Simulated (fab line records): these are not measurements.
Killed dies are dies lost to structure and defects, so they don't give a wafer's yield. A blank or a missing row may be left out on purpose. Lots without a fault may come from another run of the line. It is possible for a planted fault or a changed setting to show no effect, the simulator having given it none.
fab line records | flow rit-cmos
[record] lots = 14 | wafers = 42 | last-day = 7
route steps=202 shown PWELL@48 NRETRO@63 PRETRO@74
lots with no fault: from the same line, run without faults
start-h: start of the lot's first displayed wafer, in hours after the record's first day | wait-h: time in hours since the lot's previous step | " unchanged from the row above | L1.1+2: a row that stands for several wafers | - either no value or no given start | * or withheld: withheld | < > ~ a bound
route shown NAME@n: a module of which the file shows steps, and the number in the route of the first | usual: mean and standard deviation over wafers with no fault | same: alike in all rows | chamber/n: place in a boat | sites: readings site by site | _std_site: the standard deviation of these | _edge_site: mean of outer sites minus mean of inner sites | radius-mm: for every site, how far away it sits from the centre of the wafer | mask NAME#n: copy n | behind: tool/chamber where the wafer was last shaped | hold: what put the lot on hold/how long, in hours/how the hold closed | device: transistor that didn't switch, given as n, p or np | end of line: tests run on the same wafers once the route is complete | a step without rows: its recipe alone | killed: count of dies lost to structure and defects at first sort (not the wafer's yield) | map: a wafer's dies, x killed, . not, _ none there
set.NAME: setting as actually run; set.NAME@STEP: the setting as run at that earlier step | model.NAME: the simulator's own value behind a step, which no gauge read
a sample of lots followed through the steps of the route, with each step as a table and each wafer as a row
services: the hour from which a tool's chamber was out of use, counted from the record's first day as start-h (under 0 if before that day), plus the number of hours and why
[[steps]]
[step RIT_PWELL_STRIP_09]
[recipe] chemistry = O2 | time-s = 180 | resist = NOVOLAK | platen-temp-c = withheld | power-w = 500 | pressure-mtorr = 4000 | o2-flow-sccm = 4000
[usual] chamber-pressure-mTorr = 4000/3.4 | drypump-motor-current-A = 5.7/0.55
lot.wafer | tool            | chamber | start-h | wait-h | chamber-pressure-mTorr | drypump-motor-current-A | rf-hours-counter-h
L354.1    | plasma-asher-04 | 1       | 32.52   | 0.1    | 3995                   | 5.2                     | 23
L354.3    | "               | 0       | "       | "      | 4008                   | 5.6                     | -
L354.4    | "               | 1       | "       | "      | 3996                   | 5.1                     | -
L355.1    | plasma-asher-03 | 0       | 36.02   | 0.1    | 4003                   | 5.9                     | 40
L355.2    | "               | 1       | "       | "      | 4000                   | 6.7                     | 40
L355.3    | "               | 1       | "       | "      | 3997                   | 6.7                     | -
L356.3    | plasma-asher-04 | 0       | 36.45   | 0.1    | 3999                   | 5.7                     | -
L356.5    | "               | 0       | "       | "      | 3999                   | 5.7                     | -
L356.6    | "               | 1       | "       | "      | 3997                   | 5.1                     | -
L357.1    | plasma-asher-01 | 1       | 44.76   | 0.1    | 3997                   | 5.1                     | 36
L357.2    | "               | 0       | "       | "      | 4005                   | 5.5                     | 36
L357.3    | "               | 0       | "       | "      | 4000                   | 5.5                     | -
L359.2    | plasma-asher-03 | 0       | 49.95   | 0.1    | 3999                   | 5.9                     | 42
L359.3    | "               | 1       | "       | "      | 3997                   | 6.7                     | -
L359.5    | "               | 0       | "       | "      | 3997                   | 6.0                     | -
L361.3    | plasma-asher-03 | 0       | 59.57   | 0.1    | 4004                   | 5.9                     | -
L361.4    | "               | 1       | "       | "      | 3995                   | 6.8                     | -
L361.6    | "               | 1       | "       | "      | 3996                   | 6.7                     | -
L363.1    | plasma-asher-04 | 0       | 75.00   | 0.2    | 3997                   | 5.6                     | 27
L363.4    | "               | 0       | "       | "      | 3997                   | 5.6                     | -
L363.6    | "               | 0       | "       | "      | 4003                   | 5.6                     | -
L364.2    | plasma-asher-03 | 1       | 77.47   | 0.2    | 3998                   | 6.6                     | 45
L364.3    | "               | 1       | "       | "      | 4006                   | 6.7                     | -
L364.4    | "               | 0       | "       | "      | 3998                   | 5.9                     | -
L365.1    | plasma-asher-01 | 0       | 80.33   | 0.2    | 4001                   | 5.5                     | 40
L365.3    | "               | 0       | "       | "      | 4003                   | 5.5                     | -
L365.5    | "               | 1       | "       | "      | 3996                   | 5.1                     | -
L369.3    | plasma-asher-01 | 1       | 100.68  | 0.1    | -                      | -                       | -
L369.4    | "               | 0       | "       | "      | -                      | -                       | -
L369.6    | "               | 1       | "       | "      | -                      | -                       | -
L370.1    | plasma-asher-03 | 0       | 105.18  | 0.1    | -                      | -                       | -
L370.4    | "               | 0       | "       | "      | -                      | -                       | -
L370.5    | "               | 0       | "       | "      | -                      | -                       | -
L372.1    | plasma-asher-01 | 0       | 114.04  | 0.1    | 4001                   | 5.5                     | 44
L372.2    | "               | 1       | "       | "      | 3994                   | 5.2                     | 44
L372.6    | "               | 0       | "       | "      | 3996                   | 5.5                     | -
L374.2    | plasma-asher-03 | 1       | 124.34  | 0.1    | 4002                   | 6.7                     | 1
L374.4    | "               | 1       | "       | "      | 4001                   | 6.7                     | -
L374.6    | "               | 1       | "       | "      | 4007                   | 6.7                     | -
L377.1    | plasma-asher-03 | 1       | 138.90  | 0.1    | 4000                   | 6.7                     | 2
L377.2    | "               | 0       | "       | "      | 3998                   | 6.0                     | 2
L377.6    | "               | 1       | "       | "      | 4004                   | 6.7                     | -
[step RIT_NRETRO_TW_MEAS_10]
[usual] NRETRO_TW = 1045/7.6
lot.wafer | tool          | chamber | start-h | wait-h | NRETRO_TW
L354.1    | film-metro-01 | -       | 41.09   | 0.1    | 1043
L354.3    | "             | -       | "       | "      | 1051
L354.4    | "             | -       | "       | "      | 1046
L355.1    | film-metro-04 | -       | 45.22   | 0.1    | 1031
L355.2    | "             | -       | "       | "      | 1029
L355.3    | "             | -       | "       | "      | 1031
L356.3    | film-metro-01 | -       | 45.48   | 0.1    | 1048
L356.5    | "             | -       | "       | "      | 1046
L356.6    | "             | -       | "       | "      | 1045
L357.1    | film-metro-01 | -       | 51.81   | 0.1    | 1047
L357.2    | "             | -       | "       | "      | 1054
L357.3    | "             | -       | "       | "      | 1055
L359.2    | film-metro-01 | -       | 59.21   | 0.1    | 1048
L359.3    | "             | -       | "       | "      | 1054
L359.5    | "             | -       | "       | "      | 1046
L361.3    | film-metro-03 | -       | 66.82   | 0.1    | 1047
L361.4    | "             | -       | "       | "      | 1043
L361.6    | "             | -       | "       | "      | 1043
L363.1    | film-metro-04 | -       | 83.46   | 0.1    | 1034
L363.4    | "             | -       | "       | "      | 1037
L363.6    | "             | -       | "       | "      | 1036
L364.2    | film-metro-03 | -       | 84.97   | 0.1    | 1042
L364.3    | "             | -       | "       | "      | 1040
L364.4    | "             | -       | "       | "      | 1033
L365.1    | film-metro-01 | -       | 89.00   | 0.1    | 1055
L365.3    | "             | -       | "       | "      | 1052
L365.5    | "             | -       | "       | "      | 1047
L369.3    | film-metro-03 | -       | 108.61  | 0.1    | 30
L369.4    | "             | -       | "       | "      | 30
L369.6    | "             | -       | "       | "      | 30
L370.1    | film-metro-04 | -       | 113.13  | 0.1    | 30
L370.4    | "             | -       | "       | "      | 30
L370.5    | "             | -       | "       | "      | 30
L372.1    | film-metro-01 | -       | 122.96  | 0.1    | 1054
L372.2    | "             | -       | "       | "      | 1053
L372.6    | "             | -       | "       | "      | 1053
L374.2    | film-metro-04 | -       | 133.10  | 0.1    | 1038
L374.4    | "             | -       | "       | "      | 1035
L374.6    | "             | -       | "       | "      | 1039
L377.1    | film-metro-03 | -       | 146.43  | 0.1    | 1052
L377.2    | "             | -       | "       | "      | 1056
L377.6    | "             | -       | "       | "      | 1049
[step RIT_PRETRO_TW_MEAS_10]
[usual] PRETRO_TW = 474/4.8
lot.wafer | tool          | chamber | start-h | wait-h | PRETRO_TW
L354.1    | film-metro-01 | -       | 42.81   | 0.1    | 469
L354.3    | "             | -       | "       | "      | 472
L354.4    | "             | -       | "       | "      | 470
L355.1    | film-metro-01 | -       | 47.03   | 0.1    | 470
L355.2    | "             | -       | "       | "      | 470
L355.3    | "             | -       | "       | "      | 473
L356.3    | film-metro-02 | -       | 47.40   | 0.1    | 480
L356.5    | "             | -       | "       | "      | 479
L356.6    | "             | -       | "       | "      | 478
L357.1    | film-metro-01 | -       | 53.36   | 0.1    | 477
L357.2    | "             | -       | "       | "      | 474
L357.3    | "             | -       | "       | "      | 478
L359.2    | film-metro-04 | -       | 60.76   | 0.1    | 470
L359.3    | "             | -       | "       | "      | 466
L359.5    | "             | -       | "       | "      | 467
L361.3    | film-metro-02 | -       | 68.49   | 0.1    | 478
L361.4    | "             | -       | "       | "      | 477
L361.6    | "             | -       | "       | "      | 479
L363.1    | film-metro-02 | -       | 85.21   | 0.1    | 479
L363.4    | "             | -       | "       | "      | 479
L363.6    | "             | -       | "       | "      | 481
L364.2    | film-metro-02 | -       | 86.52   | 0.1    | 481
L364.3    | "             | -       | "       | "      | 482
L364.4    | "             | -       | "       | "      | 481
L365.1    | film-metro-02 | -       | 90.70   | 0.1    | 478
L365.3    | "             | -       | "       | "      | 480
L365.5    | "             | -       | "       | "      | 479
L369.3    | film-metro-01 | -       | 110.27  | 0.1    | 30
L369.4    | "             | -       | "       | "      | 30
L369.6    | "             | -       | "       | "      | 30
L370.1    | film-metro-04 | -       | 114.68  | 0.1    | 30
L370.4    | "             | -       | "       | "      | 30
L370.5    | "             | -       | "       | "      | 30
L372.1    | film-metro-01 | -       | 124.62  | 0.1    | 476
L372.2    | "             | -       | "       | "      | 474
L372.6    | "             | -       | "       | "      | 478
L374.2    | film-metro-02 | -       | 134.78  | 0.1    | 480
L374.4    | "             | -       | "       | "      | 481
L374.6    | "             | -       | "       | "      | 479
L377.1    | film-metro-02 | -       | 148.10  | 0.1    | 481
L377.2    | "             | -       | "       | "      | 478
L377.6    | "             | -       | "       | "      | 482
[[services]]
tool            | chamber | start-h | hours | kind
plasma-asher-04 | -       | 73.26   | 1.3   | repair
plasma-asher-03 | -       | 108.75  | 9.0   | pm
plasma-asher-03 | 0       | 108.75  | 9.0   | vent-cycle
plasma-asher-03 | 1       | 108.75  | 9.0   | vent-cycle
plasma-asher-03 | 0       | 117.75  | -     | clean
plasma-asher-03 | 1       | 117.75  | -     | clean
plasma-asher-04 | -       | 131.30  | 3.8   | repair
[[key]]
[first-sign] step = RIT_PWELL_STRIP_09 | reading = tool-record | direction = missing
[effect] step = RIT_NRETRO_TW_MEAS_10 | reading = NRETRO_TW | direction = down | sigmas = 99+ | usual = 1045 | struck = 30
[effect] step = RIT_PRETRO_TW_MEAS_10 | reading = PRETRO_TW | direction = down | sigmas = 93 | usual = 474 | struck = 30
met-at RIT_PWELL_STRIP_09
struck-lots L369,L370
sort-left-out L369.3,L369.4,L369.6,L370.1,L370.4,L370.5
tester-left-out L369,L370
onset-between 80.33 100.68
[fault] kind = skipped-step-whole | tool = plasma-asher-01,plasma-asher-03 | chamber = - | onset-h = 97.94 | steps = RIT_PWELL_STRIP_09 | scope = struck-lots-only
// tester-left-out: of these lots the tester's yield and bins aren't shown, on N5 and GAA mostly nor the transistor test; their killed dies are dies lost to structure and defects alone, not to doping, threshold or leakage, so they don't give the yield
// sort-left-out: the simulated sort isn't trusted on such a fault, so these wafers' sort isn't shown, and their yield isn't known
